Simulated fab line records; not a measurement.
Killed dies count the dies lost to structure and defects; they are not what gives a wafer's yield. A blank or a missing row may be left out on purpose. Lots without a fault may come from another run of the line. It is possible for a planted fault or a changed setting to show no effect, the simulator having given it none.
The tool behind it: which one?	flow berkeley-cmos170	7 lots, 21 wafers sampled, at 3 steps of a route of 331

== WHAT THE GAUGES READ, wafer by wafer ==
UCB170_V2_THK_MEAS_01.
lot	measured	on	V2_TEOS_THK (nm)
L894	day 8 08:06	film-metro-02	2002 2050 2033
L897	day 9 15:56	film-metro-03	1994 2018 2044
L902	day 9 20:07	film-metro-04	2013 2040 2022
L900	day 9 22:04	film-metro-03	1994 2039 2014
L908	day 10 18:58	film-metro-03	1972 1981 2018
L913	day 11 23:28	film-metro-03	2219 1996 2022
L914	day 11 23:44	film-metro-04	2018 2025 2010

== EACH LOT AND THE TOOL THAT RAN IT (in order: tool; ch and the chambers of the sampled wafers; start) ==
lot	UCB170_M2_ETCH_17	UCB170_V2_CVD_00
L894	rie-diel-01 ch 0,2, day 8 07:29	pecvd-03 ch 0,2, day 8 07:56
L897	rie-diel-02 ch 0,1,3, day 9 15:08	pecvd-03 ch 0,1,2, day 9 15:47
L902	rie-diel-04 ch 1,3, day 9 19:29	pecvd-03 ch 0,1, day 9 19:56
L900	rie-diel-01 ch 1,2,3, day 9 21:23	pecvd-04 ch 0,1, day 9 21:50
L908	rie-diel-01 ch 0,2,3, day 10 18:22	pecvd-03 ch 1,2, day 10 18:49
L913	rie-diel-01 ch 0,2,3, day 11 22:52	pecvd-03 ch 0,1,2, day 11 23:19
L914	rie-diel-02 ch 1,2,3, day 11 23:07	pecvd-01 ch 0,1,2, day 11 23:34
- UCB170_M2_ETCH_17: etches BARC in N2/H2.
- UCB170_V2_CVD_00: deposits SiO2 from TEOS/O2, target thk 2000 nm, time 250 s.

== THE ANSWER, worked out from the rows above alone ==
Rule: usual is defined by the lots themselves. Put in order of their means at a reading, lots are off if they are a third of the lots or fewer, leave a main group of 4 or more, and stand apart from it by a gap of 3 or more times the standard deviation of the main group's means; of several such gaps the widest counts. If all means in a main group match to the digits the tables above print for the reading, that group is not used. A lot without any number at a reading at which 4 lots or more have one is off too. Any other lot the step has rows for is counted as sound.
Off: at UCB170_V2_THK_MEAS_01 (V2_TEOS_THK), L913. For the main group the mean is 2016 nm and the standard deviation 12.
If a tool, at a process step before that reading, ran all the lots that are off and no sound lot after the first of them, it fits. The gauges at UCB170_V2_THK_MEAS_01 are tried like those tools. Can't be told from this: 3 tools fit, rie-diel-01 at UCB170_M2_ETCH_17, pecvd-03 at UCB170_V2_CVD_00, film-metro-03 at UCB170_V2_THK_MEAS_01.

== WHAT WAS PUT IN BY THE SIMULATOR ==
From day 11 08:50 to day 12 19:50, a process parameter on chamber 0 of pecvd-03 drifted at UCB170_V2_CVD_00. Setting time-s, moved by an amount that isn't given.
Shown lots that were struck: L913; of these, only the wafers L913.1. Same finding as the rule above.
